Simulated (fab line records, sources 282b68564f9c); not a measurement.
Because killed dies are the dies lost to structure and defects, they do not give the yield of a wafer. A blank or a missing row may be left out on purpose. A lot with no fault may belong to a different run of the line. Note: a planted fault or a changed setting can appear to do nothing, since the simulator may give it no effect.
8D (eight disciplines) problem report, filled in by code || flow rit_cmos || the parts of the form that need people (team, actions taken, sign-off) are left out

## 1. WHAT IS WRONG
ACTIVE_OXIDE_THK at RIT_ACTIVE_THK_MEAS_02 reads a mean of 29.0 nm on 6 wafers of 2 lots; wafers without a fault read 46.6 nm with a standard deviation of 0.81. Relative to the usual mean, that is a shift of -22 standard deviations.
Earliest sighting: wafer L237.3 on film_metro-03 at day 5 16:13. Wafers with a number at this step in the record: 42, from 14 lots. By rule, "out" or "out of limits" means more than 4 standard deviations away from the usual mean. All remaining wafers that have a number are taken as sound.

## 2. WHAT IT IS; WHAT IT IS NOT
{"question": "which readings at this step", "is": "ACTIVE_OXIDE_THK", "is not": "-"}
{"question": "which lots", "is": "L237, L238", "is not": "L217, L218, L220, L221, L222, L223, L225, L226, L227, L228, L229, L239"}
{"question": "which wafers of those lots", "is": "all that have a number", "is not": "-"}
{"question": "read on which gauges", "is": "film_metro-02, film_metro-03", "is not": "film_metro-04"}
{"question": "when", "is": "from day 5 16:13", "is not": "up to then (33 sound wafers); but 3 sound wafers of L239 came after"}

## 3. THE SUSPECTS, EACH WITH WHAT RULES IT OUT
Counting: a tool at a process step up to the reading stays a suspect if it ran every lot that is out and no sound lot after the first of them.
- the gauge at RIT_ACTIVE_THK_MEAS_02 has been ruled out. 2 gauges (film_metro-02, film_metro-03) read the wafers that are out.
- furnace-04 at RIT_ACTIVE_OXIDATION_01 (target thk 46.8 nm, ox time 3360 s): kept. It ran every lot that is out, first L237 (day 5 14:15), and no sound lot after that; its last sound lot up to then is L225 (day 3 02:07).
The count leaves furnace-04 at RIT_ACTIVE_OXIDATION_01.

## 4. THE CAUSE (what the simulator had put in)
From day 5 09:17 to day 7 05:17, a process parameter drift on furnace-04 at RIT_ACTIVE_OXIDATION_01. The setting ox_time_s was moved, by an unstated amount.
The count eliminated every tool but this one.

## 5. THE EFFECT CHAIN, in route order
Each row: a reading whose mean over the struck wafers that have a number lies more than 3 standard deviations from the usual. Scope: only readings with a usual standard deviation given in the record; hours: median across lots of the time from each lot's start at the first step in this table that gives one to its start at this step; sigmas: change in usual standard deviations.
{"hours": 0, "step": "RIT_ACTIVE_THK_MEAS_02", "reading": "ACTIVE_OXIDE_THK", "usual": "46.6 nm", "on struck wafers": 29.0, "change": -17.6, "sigmas": -22}
Later measuring or inspecting steps at which every struck wafer that the step has a row for has a number for every such reading, and none has moved that far: RIT_ACTIVE_THK_MEAS_04, RIT_ACTIVE_CD_MEAS_11.

## 6. WHAT WOULD HAVE CAUGHT IT SOONER
The first out-of-limits reading at a measuring or inspecting step in this record came at day 5 16:13, 7 hours after the fault's start at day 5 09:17.
An alarm limit of 4 standard deviations would not have fired on the tool readings at RIT_ACTIVE_OXIDATION_01 for which the record gives a usual standard deviation, since none of them was out on any struck wafer.
Of the lots that are out (2), L238 began RIT_ACTIVE_OXIDATION_01 on furnace-04 after day 5 16:13. A tool hold placed at that time would have kept it from harm.
